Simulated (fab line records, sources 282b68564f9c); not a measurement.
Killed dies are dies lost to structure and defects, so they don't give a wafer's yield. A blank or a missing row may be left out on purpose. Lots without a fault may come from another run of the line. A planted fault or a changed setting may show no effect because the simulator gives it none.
fab line records | flow rit_cmos | part 1 of 2: steps 1 to 34 of 35
record lots=5 wafers=23
route steps=202 shown FOX2@23 NWELL@30 PWELL@41 WELLDRIVE@50 NRETRO@61 PRETRO@72 GATE@77 SPACER@128 NSD@139 PSD@143 M1@202
start_h: hours from the record's first day to the start of the lot's first wafer shown | wait_h: hours since the lot's step before | " the same as in the row above | L1.1+2: a row that stands for several wafers | - no value, or no start given | * or withheld: withheld | < > ~ a bound
route shown NAME@n: a module of which the file shows steps, and the number in the route of the first | usual: mean/standard deviation of fault-free wafers | same: alike in all rows | chamber/n: place in a boat | sites: the reading at each site | _std_site: their standard deviation | _edge_site: outer sites' mean less inner sites' | radius_mm: how far each site lies from the wafer's centre | mask NAME#n: copy n | behind: the tool/chamber that last shaped the wafer | hold: why the lot was held/for how many hours/how that ended | device: the transistor (n, p or np) that didn't switch | end of line: the same wafers' tests at the end of the route | a step without rows: its recipe alone | killed: dies lost to structure and defects at the first sort, not the wafer's yield | map: a wafer's dies, x killed, . not, _ none there
set.NAME: the setting as run; set.NAME@STEP: as run at that earlier step | model.NAME: the simulator's own value behind a step, which no gauge read
lots whose settings were changed on purpose; a table a step, a row a wafer
## steps
# step RIT_FOX2_OXIDATION_00
# recipe temp_c=1100 ambient=H2O target_thk_a=3507 p_h2o_torr=720 ox_time_s=1130
# columns lot.wafer tool chamber start_h wait_h set.temp_c model.SiO2_of_FOX2_OXIDATION_00.thk_nm
L075.1 - - - 0.0 1120 385.5
L075.3 " - " " 1120 381.8
L075.4 " - " " 1120 383.7
L075.5 " - " " 1120 388.1
L075.6 " - " " 1120 380.1
L079.2 - - - 0.0 1089 330.1
L079.3 " - " " 1089 328.5
L079.4 " - " " 1089 334.3
L079.5 " - " " 1089 331.7
L079.6 " - " " 1089 333.4
L080.1 - - - 0.0 1127 406.6
L080.2 " - " " 1127 400.4
L080.3 " - " " 1127 407.4
L080.5 " - " " 1127 406.4
L080.6 " - " " 1127 403.1
L082.1 - - - 0.0 1126 387.4
L082.2 " - " " 1126 384.9
L082.4 " - " " 1126 386.5
L082.5 " - " " 1126 384
L082.6 " - " " 1126 388.3
L084.2 furnace-02 0 67.02 0.0 1100 356.1
L084.4 " 0 " " 1100 354.7
L084.6 " 0 " " 1100 354
# step RIT_FOX2_THK_MEAS_01
# recipe reads=SiO2_of_FOX2_OXIDATION_00
# usual FOX2_OXIDE_THK=350/6.7
# columns lot.wafer tool chamber start_h wait_h set.temp_c@FOX2_OXIDATION_00 FOX2_OXIDE_THK[nm]
L075.1 film_metro-02 - - - 1120 386
L075.3 " - " " 1120 382
L075.4 " - " " 1120 383
L075.5 " - " " 1120 388
L075.6 " - " " 1120 380
L079.2 film_metro-02 - - - 1089 330
L079.3 " - " " 1089 329
L079.4 " - " " 1089 334
L079.5 " - " " 1089 332
L079.6 " - " " 1089 333
L080.1 film_metro-01 - - - 1127 407
L080.2 " - " " 1127 400
L080.3 " - " " 1127 407
L080.5 " - " " 1127 407
L080.6 " - " " 1127 403
L082.1 film_metro-02 - - - 1126 387
L082.2 " - " " 1126 385
L082.4 " - " " 1126 386
L082.5 " - " " 1126 384
L082.6 " - " " 1126 388
L084.2 film_metro-03 - 68.35 0.0 1100 356
L084.4 " - " " 1100 355
L084.6 " - " " 1100 354
# step RIT_FOX2_CLEAN_02
# recipe chemistry=dHF dilution=50:1 time_s=180
# step RIT_FOX2_WET_ETCH_03
# recipe chemistry=H3PO4 target=Si3N4 target_depth_nm=195 temp_c=165 time_s=2700
# step RIT_FOX2_THK_MEAS_90
# recipe reads=SiO2_of_FOX2_OXIDATION_00
# usual FIELD_OXIDE_LEFT_1_THK=322/6.8
# columns lot.wafer tool chamber start_h wait_h set.temp_c@FOX2_OXIDATION_00 FIELD_OXIDE_LEFT_1_THK[nm]
L075.1 film_metro-01 - 26.30 0.0 1120 358
L075.3 " - " " 1120 354
L075.4 " - " " 1120 356
L075.5 " - " " 1120 361
L075.6 " - " " 1120 353
L079.2 film_metro-03 - 44.81 0.0 1089 302
L079.3 " - " " 1089 301
L079.4 " - " " 1089 307
L079.5 " - " " 1089 304
L079.6 " - " " 1089 306
L080.1 film_metro-01 - 51.08 0.0 1127 379
L080.2 " - " " 1127 373
L080.3 " - " " 1127 380
L080.5 " - " " 1127 379
L080.6 " - " " 1127 376
L082.1 film_metro-03 - 59.31 0.0 1126 359
L082.2 " - " " 1126 357
L082.4 " - " " 1126 359
L082.5 " - " " 1126 356
L082.6 " - " " 1126 361
L084.2 film_metro-03 - 69.23 0.0 1100 329
L084.4 " - " " 1100 328
L084.6 " - " " 1100 326
# step RIT_NWELL_SOFTBAKE_02
# recipe resist=NOVOLAK temp_c=90 time_s=60
# columns lot.wafer tool chamber start_h wait_h set.temp_c
L075.1+6 litho_track-04 0 26.66 0.1 88.15
L075.3+4+5 " 0 " " 90
L079.2+3+4+5+6 litho_track-01 0 45.19 0.1 90
L080.1+3+6 litho_track-01 0 51.44 0.1 92.88
L080.2+5 " 0 " " 90
L082.1+6 litho_track-04 0 59.67 0.1 88.27
L082.2+4+5 " 0 " " 90
L084.2+4+6 litho_track-04 0 69.60 0.1 90
# step RIT_NWELL_EXPOSE_03
# recipe mask_id=M2 na=0.57 target_cd_nm=43900 dose_mj=250
# step RIT_NWELL_PEB_04
# recipe resist=NOVOLAK temp_c=withheld time_s=withheld
# step RIT_NWELL_DEVELOP_05
# recipe resist=NOVOLAK develop_time_s=68 dev_temp_c=23
# columns lot.wafer tool chamber start_h wait_h set.temp_c@NWELL_SOFTBAKE_02 model.NOVOLAK_of_NWELL_COAT_01.thk_nm
L075.1 litho_track-04 0 - - 88.15 1307
L075.3+4 " 0 " " 90 1300
L075.5 " 0 " " 90 1299
L075.6 " 0 " " 88.15 1304
L079.2+3 litho_track-01 0 - - 90 1297
L079.4 " 0 " " 90 1300
L079.5+6 " 0 " " 90 1299
L080.1 litho_track-03 0 - - 92.88 1282
L080.2 " 0 " " 90 1295
L080.3 " 0 " " 92.88 1283
L080.5 " 0 " " 90 1293
L080.6 " 0 " " 92.88 1287
L082.1 litho_track-03 0 - - 88.27 1307
L082.2 " 0 " " 90 1300
L082.4 " 0 " " 90 1297
L082.5 " 0 " " 90 1299
L082.6 " 0 " " 88.27 1308
L084.2 litho_track-01 0 - - 90 1296
L084.4+6 " 0 " " 90 1297
# step RIT_NWELL_IMPLANT_08
# recipe species=P energy_kev=170 dose_cm2=5e+13 tilt_deg=7
# columns lot.wafer tool chamber start_h wait_h set.dose_cm2
L075.1+5+6 implanter-03 0 27.65 0.2 5e+13
L075.3+4 " 0 " " 4.843e+13
L079.2+5+6 implanter-02 0 46.18 0.2 4.867e+13
L079.3+4 " 0 " " 5e+13
L080.1+2+5 implanter-03 0 52.43 0.2 5e+13
L080.3+6 " 0 " " 5.096e+13
L082.1+2 implanter-02 0 60.86 0.2 5.305e+13
L082.4+5+6 " 0 " " 5e+13
L084.2+4+6 implanter-03 0 70.47 0.2 5e+13
# step RIT_NWELL_STRIP_09
# recipe chemistry=O2 time_s=180 resist=NOVOLAK platen_temp_c=withheld power_w=500 pressure_mtorr=4000 o2_flow_sccm=4000
# step RIT_NWELL_TW_MEAS_10
# usual NWELL_TW=2154/18
# columns lot.wafer tool chamber start_h wait_h set.dose_cm2@NWELL_IMPLANT_08 NWELL_TW
L075.1 film_metro-01 - 27.97 0.1 5e+13 2152
L075.3 " - " " 4.843e+13 2126
L075.4 " - " " 4.843e+13 2124
L075.5 " - " " 5e+13 2137
L075.6 " - " " 5e+13 2146
L079.2 film_metro-01 - 46.49 0.1 4.867e+13 2127
L079.3 " - " " 5e+13 2150
L079.4 " - " " 5e+13 2139
L079.5 " - " " 4.867e+13 2121
L079.6 " - " " 4.867e+13 2123
L080.1 film_metro-03 - 52.75 0.1 5e+13 2144
L080.2 " - " " 5e+13 2152
L080.3 " - " " 5.096e+13 2165
L080.5 " - " " 5e+13 2156
L080.6 " - " " 5.096e+13 2170
L082.1 film_metro-03 - 61.19 0.1 5.305e+13 2195
L082.2 " - " " 5.305e+13 2204
L082.4 " - " " 5e+13 2152
L082.5 " - " " 5e+13 2145
L082.6 " - " " 5e+13 2155
L084.2 film_metro-04 - 70.78 0.1 5e+13 2166
L084.4 " - " " 5e+13 2192
L084.6 " - " " 5e+13 2187
# step RIT_PWELL_SOFTBAKE_02
# recipe resist=NOVOLAK temp_c=90 time_s=60
# columns lot.wafer tool chamber start_h wait_h set.temp_c
L075.1+3+4+5+6 litho_track-04 0 28.33 0.1 90
L079.2+3+6 litho_track-01 0 46.86 0.1 88.18
L079.4+5 " 0 " " 90
L080.1+2+6 litho_track-02 0 53.11 0.1 90
L080.3+5 " 0 " " 89
L082.1+2+4+5+6 litho_track-02 0 61.55 0.1 90
L084.2+4+6 litho_track-01 0 71.15 0.1 90
# step RIT_PWELL_EXPOSE_03
# recipe mask_id=M3 na=0.57 target_cd_nm=43700 dose_mj=250
# step RIT_PWELL_PEB_04
# recipe resist=NOVOLAK temp_c=withheld time_s=withheld
# step RIT_WELLDRIVE_ANNEAL_00
# recipe temp_c=1100 time_s=14700 ambient=N2
# step RIT_WELLDRIVE_RS_MEAS_01
# recipe thk_meas_gauge=four-point-probe
# usual NWELL_RS=275.8/0.74
# columns lot.wafer tool chamber start_h wait_h set.dose_cm2@NWELL_IMPLANT_08 NWELL_RS[ohm/sq]
L075.1 film_metro-03 - 34.90 0.0 5e+13 275.9
L075.3 " - " " 4.843e+13 280.7
L075.4 " - " " 4.843e+13 281.3
L075.5 " - " " 5e+13 275.6
L075.6 " - " " 5e+13 275.8
L079.2 film_metro-01 - 53.19 0.0 4.867e+13 280.6
L079.3 " - " " 5e+13 276.2
L079.4 " - " " 5e+13 275.0
L079.5 " - " " 4.867e+13 280.7
L079.6 " - " " 4.867e+13 280.8
L080.1 film_metro-03 - 59.57 0.0 5e+13 275.8
L080.2 " - " " 5e+13 276.0
L080.3 " - " " 5.096e+13 273.0
L080.5 " - " " 5e+13 276.7
L080.6 " - " " 5.096e+13 273.4
L082.1 film_metro-01 - 68.02 0.0 5.305e+13 265.9
L082.2 " - " " 5.305e+13 264.9
L082.4 " - " " 5e+13 275.6
L082.5 " - " " 5e+13 275.6
L082.6 " - " " 5e+13 275.8
L084.2 film_metro-04 - 77.48 0.0 5e+13 275.5
L084.4 " - " " 5e+13 275.1
L084.6 " - " " 5e+13 276.0
# step RIT_NRETRO_IMPLANT_08
# recipe species=P energy_kev=70 dose_cm2=1e+13 tilt_deg=7
# columns lot.wafer tool chamber start_h wait_h set.dose_cm2
L075.1+3+6 implanter-04 0 36.31 0.2 1.019e+13
L075.4+5 " 0 " " 1e+13
L079.2+6 implanter-01 0 54.60 0.2 1e+13
L079.3+4+5 " 0 " " 9.4e+12
L080.1+6 implanter-02 0 61.11 0.2 9.743e+12
L080.2+3+5 " 0 " " 1e+13
L082.1+2+6 implanter-01 0 69.43 0.2 1e+13
L082.4+5 " 0 " " 9.525e+12
L084.2+4+6 implanter-01 0 79.09 0.2 1e+13
# step RIT_NRETRO_STRIP_09
# recipe chemistry=O2 time_s=180 resist=NOVOLAK platen_temp_c=withheld power_w=500 pressure_mtorr=4000 o2_flow_sccm=4000
# step RIT_NRETRO_TW_MEAS_10
# usual NRETRO_TW=1064/7.9
# columns lot.wafer tool chamber start_h wait_h set.dose_cm2@NRETRO_IMPLANT_08 NRETRO_TW
L075.1 film_metro-04 - 36.63 0.1 1.019e+13 1073
L075.3 " - " " 1.019e+13 1073
L075.4 " - " " 1e+13 1066
L075.5 " - " " 1e+13 1060
L075.6 " - " " 1.019e+13 1075
L079.2 film_metro-04 - 54.91 0.1 1e+13 1070
L079.3 " - " " 9.4e+12 1051
L079.4 " - " " 9.4e+12 1048
L079.5 " - " " 9.4e+12 1047
L079.6 " - " " 1e+13 1071
L080.1 film_metro-04 - 61.44 0.1 9.743e+12 1061
L080.2 " - " " 1e+13 1066
L080.3 " - " " 1e+13 1070
L080.5 " - " " 1e+13 1070
L080.6 " - " " 9.743e+12 1062
L082.1 film_metro-04 - 69.75 0.1 1e+13 1067
L082.2 " - " " 1e+13 1065
L082.4 " - " " 9.525e+12 1052
L082.5 " - " " 9.525e+12 1055
L082.6 " - " " 1e+13 1069
L084.2 film_metro-02 - 79.40 0.1 1e+13 1052
L084.4 " - " " 1e+13 1050
L084.6 " - " " 1e+13 1047
# step RIT_PRETRO_IMPLANT_08
# recipe species=B energy_kev=45 dose_cm2=1.2e+13 tilt_deg=7
# columns lot.wafer tool chamber start_h wait_h set.dose_cm2
L075.1+5 implanter-03 0 38.06 0.2 1.154e+13
L075.3+4+6 " 0 " " 1.2e+13
L079.2+4 implanter-04 0 56.32 0.2 1.2e+13
L079.3+5+6 " 0 " " 1.135e+13
L080.1+2 implanter-01 0 62.84 0.2 1.114e+13
L080.3+5+6 " 0 " " 1.2e+13
L082.1+2+4+5+6 implanter-01 0 71.10 0.2 1.2e+13
L084.2+4+6 implanter-01 0 80.64 0.2 1.2e+13
# step RIT_PRETRO_STRIP_09
# recipe chemistry=O2 time_s=180 resist=NOVOLAK platen_temp_c=withheld power_w=500 pressure_mtorr=4000 o2_flow_sccm=4000
# step RIT_PRETRO_TW_MEAS_10
# usual PRETRO_TW=480/4.5
# columns lot.wafer tool chamber start_h wait_h set.dose_cm2@PRETRO_IMPLANT_08 PRETRO_TW
L075.1 film_metro-03 - 38.38 0.1 1.154e+13 471
L075.3 " - " " 1.2e+13 474
L075.4 " - " " 1.2e+13 476
L075.5 " - " " 1.154e+13 470
L075.6 " - " " 1.2e+13 476
L079.2 film_metro-04 - 56.63 0.1 1.2e+13 486
L079.3 " - " " 1.135e+13 479
L079.4 " - " " 1.2e+13 485
L079.5 " - " " 1.135e+13 478
L079.6 " - " " 1.135e+13 473
L080.1 film_metro-02 - 63.16 0.1 1.114e+13 465
L080.2 " - " " 1.114e+13 463
L080.3 " - " " 1.2e+13 479
L080.5 " - " " 1.2e+13 477
L080.6 " - " " 1.2e+13 476
L082.1 film_metro-03 - 71.43 0.1 1.2e+13 475
L082.2 " - " " 1.2e+13 478
L082.4 " - " " 1.2e+13 474
L082.5 " - " " 1.2e+13 477
L082.6 " - " " 1.2e+13 478
L084.2 film_metro-04 - 80.95 0.1 1.2e+13 486
L084.4 " - " " 1.2e+13 486
L084.6 " - " " 1.2e+13 487
# step RIT_GATE_CLEAN_02
# recipe chemistry=dHF dilution=50:1 time_s=30
# columns lot.wafer tool chamber start_h wait_h set.time_s
L075.1+3+4+5+6 - - - 0.0 32.48
L079.2+3+4+5+6 - - - 0.0 33.7
L080.1+2+3+5+6 - - - 0.0 30
L082.1+2+4+5+6 - - - 0.0 30
L084.2+4+6 wet_bench-02 3 81.24 0.0 30
# step RIT_GATE_CLEAN_03
# recipe chemistry=SC2 mix=3:3:50 time_s=600 temp_c=75 dry=n2_spin
# step RIT_GATE_CLEAN_04
# recipe chemistry=dHF dilution=50:1 time_s=60 dry=n2_spin
# step RIT_FOX2_THK_MEAS_91
# recipe reads=SiO2_of_FOX2_OXIDATION_00
# usual FIELD_OXIDE_LEFT_2_THK=254/7
# columns lot.wafer tool chamber start_h wait_h set.temp_c@FOX2_OXIDATION_00 FIELD_OXIDE_LEFT_2_THK[nm]
L075.1 film_metro-03 - 38.88 0.0 1120 291
L075.3 " - " " 1120 286
L075.4 " - " " 1120 288
L075.5 " - " " 1120 293
L075.6 " - " " 1120 284
L079.2 film_metro-01 - 57.14 0.0 1089 234
L079.3 " - " " 1089 233
L079.4 " - " " 1089 239
L079.5 " - " " 1089 236
L079.6 " - " " 1089 238
L080.1 film_metro-02 - 63.68 0.0 1127 312
L080.2 " - " " 1127 306
L080.3 " - " " 1127 313
L080.5 " - " " 1127 312
L080.6 " - " " 1127 308
L082.1 film_metro-01 - 71.91 0.0 1126 290
L082.2 " - " " 1126 288
L082.4 " - " " 1126 289
L082.5 " - " " 1126 287
L082.6 " - " " 1126 291
L084.2 film_metro-01 - 81.47 0.0 1100 260
L084.4 " - " " 1100 259
L084.6 " - " " 1100 258
# step RIT_GATE_OXIDATION_05
# recipe temp_c=900 ambient=O2 target_thk_a=30 ox_time_s=270
# columns lot.wafer tool chamber start_h wait_h set.temp_c model.SiO2_of_GATE_OXIDATION_05.thk_nm
L075.1 - - - 1.1 914.3 3.599
L075.3 " - " " 914.3 3.615
L075.4 " - " " 914.3 3.579
L075.5 " - " " 914.3 3.614
L075.6 " - " " 914.3 3.572
L079.2 - - - 0.0 900 2.994
L079.3 " - " " 900 3
L079.4 " - " " 900 2.976
L079.5 " - " " 900 3.032
L079.6 " - " " 900 3.027
L080.1 - - - 0.1 900 2.995
L080.2 " - " " 900 3.001
L080.3 " - " " 900 3.01
L080.5 " - " " 900 2.997
L080.6 " - " " 900 3.099
L082.1 - - - 0.1 926 4.117
L082.2 " - " " 926 4.132
L082.4 " - " " 926 4.099
L082.5 " - " " 926 4.136
L082.6 " - " " 926 4.114
L084.2 furnace-02 0 81.52 0.0 900 2.887
L084.4 " 0 " " 900 2.904
L084.6 " 0 " " 900 2.857
# step RIT_GATE_ANNEAL_06
# recipe temp_c=900 time_s=600 ambient=N2O
# step RIT_GATE_THK_MEAS_07
# recipe reads=SiO2_of_GATE_OXIDATION_05
# usual GATE_OXIDE_THK=3.02/0.079
# columns lot.wafer tool chamber start_h wait_h set.temp_c@GATE_OXIDATION_05 GATE_OXIDE_THK[nm]
L075.1 film_metro-02 - 42.69 0.0 914.3 3.54
L075.3 " - " " 914.3 3.61
L075.4 " - " " 914.3 3.60
L075.5 " - " " 914.3 3.64
L075.6 " - " " 914.3 3.60
L079.2 film_metro-03 - 58.53 0.0 900 3.00
L079.3 " - " " 900 2.97
L079.4 " - " " 900 2.94
L079.5 " - " " 900 3.04
L079.6 " - " " 900 3.08
L080.1 film_metro-03 - 65.07 0.0 900 2.99
L080.2 " - " " 900 3.01
L080.3 " - " " 900 3.03
L080.5 " - " " 900 3.06
L080.6 " - " " 900 3.14
L082.1 film_metro-01 - 73.30 0.0 926 4.12
L082.2 " - " " 926 4.13
L082.4 " - " " 926 4.11
L082.5 " - " " 926 4.12
L082.6 " - " " 926 4.18
L084.2 film_metro-02 - 82.86 0.0 900 2.84
L084.4 " - " " 900 2.92
L084.6 " - " " 900 2.88
# step RIT_SPACER_CVD_03
# recipe material=Si3N4 target_thk_nm=250 temp_c=810 precursor=SiH2Cl2/NH3 time_s=3300 pressure_mtorr=300 sih2cl2_flow_sccm=60 nh3_flow_sccm=150
# columns lot.wafer tool chamber start_h wait_h set.nh3_flow_sccm
L075.1+3+4+5+6 - - - 0.0 150
L079.2+3+4+5+6 - - - 0.0 127.6
L080.1+2+3+5+6 - - - 0.0 150
L082.1+2+4+5+6 - - - 0.2 139.1
L084.2+4+6 lpcvd-02 1 93.20 0.0 150
# step RIT_NSD_IMPLANT_08
# recipe species=P energy_kev=25 dose_cm2=1e+15 tilt_deg=7
# columns lot.wafer tool chamber start_h wait_h set.dose_cm2
L075.1+3+4 implanter-02 0 56.41 0.1 1e+15
L075.5+6 " 0 " " 9.511e+14
L079.2+5 implanter-02 0 71.66 0.1 1e+15
L079.3+4+6 " 0 " " 9.539e+14
L080.1+2+5 implanter-04 0 78.24 0.1 9.674e+14
L080.3+6 " 0 " " 1e+15
L082.1+4 implanter-02 0 86.90 0.1 1e+15
L082.2+5+6 " 0 " " 9.481e+14
L084.2+4+6 implanter-01 0 96.39 0.1 1e+15
# step RIT_PSD_COAT_01
# recipe resist=NOVOLAK spin_rpm=3250 resist_thk_nm=1000
# columns lot.wafer tool chamber start_h wait_h set.spin_rpm model.NOVOLAK_of_PSD_COAT_01.thk_nm
L075.1 litho_track-04 0 56.94 0.1 3250 1001
L075.3 " 0 " " 3056 1032
L075.4 " 0 " " 3250 997.3
L075.5 " 0 " " 3250 1004
L075.6 " 0 " " 3056 1033
L079.2 litho_track-01 0 72.19 0.1 3250 999.2
L079.3 " 0 " " 3329 987.4
L079.4 " 0 " " 3329 985.1
L079.5 " 0 " " 3250 1004
L079.6 " 0 " " 3250 998.4
L080.1 litho_track-01 0 78.87 0.1 3250 1005
L080.2 " 0 " " 3428 975.2
L080.3 " 0 " " 3250 1001
L080.5 " 0 " " 3250 1004
L080.6 " 0 " " 3428 977.8
L082.1 litho_track-01 0 87.43 0.1 3489 967.8
L082.2 " 0 " " 3489 966.1
L082.4 " 0 " " 3250 998.8
L082.5 " 0 " " 3489 967.4
L082.6 " 0 " " 3250 999.5
L084.2 litho_track-01 0 96.99 0.1 3250 1001
L084.4 " 0 " " 3250 999.8
L084.6 " 0 " " 3250 999.7
# step RIT_PSD_HARDBAKE_07
# recipe resist=NOVOLAK temp_c=140 time_s=60
# columns lot.wafer tool chamber start_h wait_h set.temp_c set.spin_rpm@PSD_COAT_01 model.NOVOLAK_of_PSD_COAT_01.thk_nm
L075.1 litho_track-04 0 57.68 0.0 142.3 3250 881.9
L075.3 " 0 " " 140 3056 911.4
L075.4 " 0 " " 140 3250 881.4
L075.5 " 0 " " 142.3 3250 884.4
L075.6 " 0 " " 142.3 3056 909.4
L079.2 litho_track-01 0 72.93 0.0 142.8 3250 879.4
L079.3 " 0 " " 142.8 3329 869.1
L079.4 " 0 " " 140 3329 870.8
L079.5 " 0 " " 142.8 3250 883.4
L079.6 " 0 " " 140 3250 882.3
L080.1 litho_track-04 0 79.73 0.0 143 3250 884.1
L080.2 " 0 " " 140 3428 862.1
L080.3 " 0 " " 140 3250 884.7
L080.5 " 0 " " 143 3250 883.3
L080.6 " 0 " " 143 3428 860.6
L082.1 litho_track-01 0 88.30 0.0 143.8 3489 851.1
L082.2 " 0 " " 143.8 3489 849.7
L082.4 " 0 " " 143.8 3250 878.1
L082.5 " 0 " " 140 3489 855.3
L082.6 " 0 " " 140 3250 883.4
L084.2 litho_track-04 0 97.96 0.2 140 3250 885
L084.4+6 " 0 " " 140 3250 883.5
## key
split step=RIT_FOX2_OXIDATION_00 setting=temp_c stated=1100 by=lot
response step=RIT_FOX2_OXIDATION_00 reading=model.SiO2_of_FOX2_OXIDATION_00.thk_nm change=+18.4 per=1% r=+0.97
response step=RIT_FOX2_THK_MEAS_01 reading=FOX2_OXIDE_THK change=+18.4 per=1% r=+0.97
response step=RIT_FOX2_THK_MEAS_90 reading=FIELD_OXIDE_LEFT_1_THK change=+18.4 per=1% r=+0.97
response step=RIT_FOX2_THK_MEAS_91 reading=FIELD_OXIDE_LEFT_2_THK change=+18.4 per=1% r=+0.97
split step=RIT_NWELL_SOFTBAKE_02 setting=temp_c stated=90 by=wafer
response step=RIT_NWELL_DEVELOP_05 reading=model.NOVOLAK_of_NWELL_COAT_01.thk_nm change=-3.32 per=1% r=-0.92
split step=RIT_NWELL_IMPLANT_08 setting=dose_cm2 stated=5e+13 by=wafer
response step=RIT_NWELL_TW_MEAS_10 reading=NWELL_TW change=+7.76 per=1% r=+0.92
response step=RIT_WELLDRIVE_RS_MEAS_01 reading=NWELL_RS change=-1.7 per=1% r=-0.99
split step=RIT_PWELL_SOFTBAKE_02 setting=temp_c stated=90 by=wafer
response none clear
split step=RIT_NRETRO_IMPLANT_08 setting=dose_cm2 stated=1e+13 by=wafer
response step=RIT_NRETRO_TW_MEAS_10 reading=NRETRO_TW change=+3.35 per=1% r=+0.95
split step=RIT_PRETRO_IMPLANT_08 setting=dose_cm2 stated=1.2e+13 by=wafer
response step=RIT_PRETRO_TW_MEAS_10 reading=PRETRO_TW change=+1.69 per=1% r=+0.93
split step=RIT_GATE_CLEAN_02 setting=time_s stated=30 by=lot
response none clear
split step=RIT_GATE_OXIDATION_05 setting=temp_c stated=900 by=lot
response step=RIT_GATE_OXIDATION_05 reading=model.SiO2_of_GATE_OXIDATION_05.thk_nm change=+0.392 per=1% r=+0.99
response step=RIT_GATE_THK_MEAS_07 reading=GATE_OXIDE_THK change=+0.392 per=1% r=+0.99
response step=RIT_M1_PROBE_99 reading=model.etest.pmos_0p3.r_on_ohm_um change=+826 per=1% r=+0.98
response step=RIT_M1_PROBE_99 reading=model.etest.pmos_turned.r_on_ohm_um change=+350 per=1% r=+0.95
response step=RIT_M1_PROBE_99 reading=model.etest.nmos_0p3.r_on_ohm_um change=+208 per=1% r=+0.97
response step=RIT_M1_PROBE_99 reading=model.etest.nmos_narrow.drive_ua_um change=-29.8 per=1% r=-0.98
split step=RIT_SPACER_CVD_03 setting=nh3_flow_sccm stated=150 by=lot
response none in this file
split step=RIT_NSD_IMPLANT_08 setting=dose_cm2 stated=1e+15 by=wafer
response none in this file
split step=RIT_PSD_COAT_01 setting=spin_rpm stated=3250 by=wafer
response step=RIT_PSD_COAT_01 reading=model.NOVOLAK_of_PSD_COAT_01.thk_nm change=-4.81 per=1% r=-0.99
response step=RIT_PSD_HARDBAKE_07 reading=model.NOVOLAK_of_PSD_COAT_01.thk_nm change=-4.22 per=1% r=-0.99
split step=RIT_PSD_HARDBAKE_07 setting=temp_c stated=140 by=wafer
response none clear
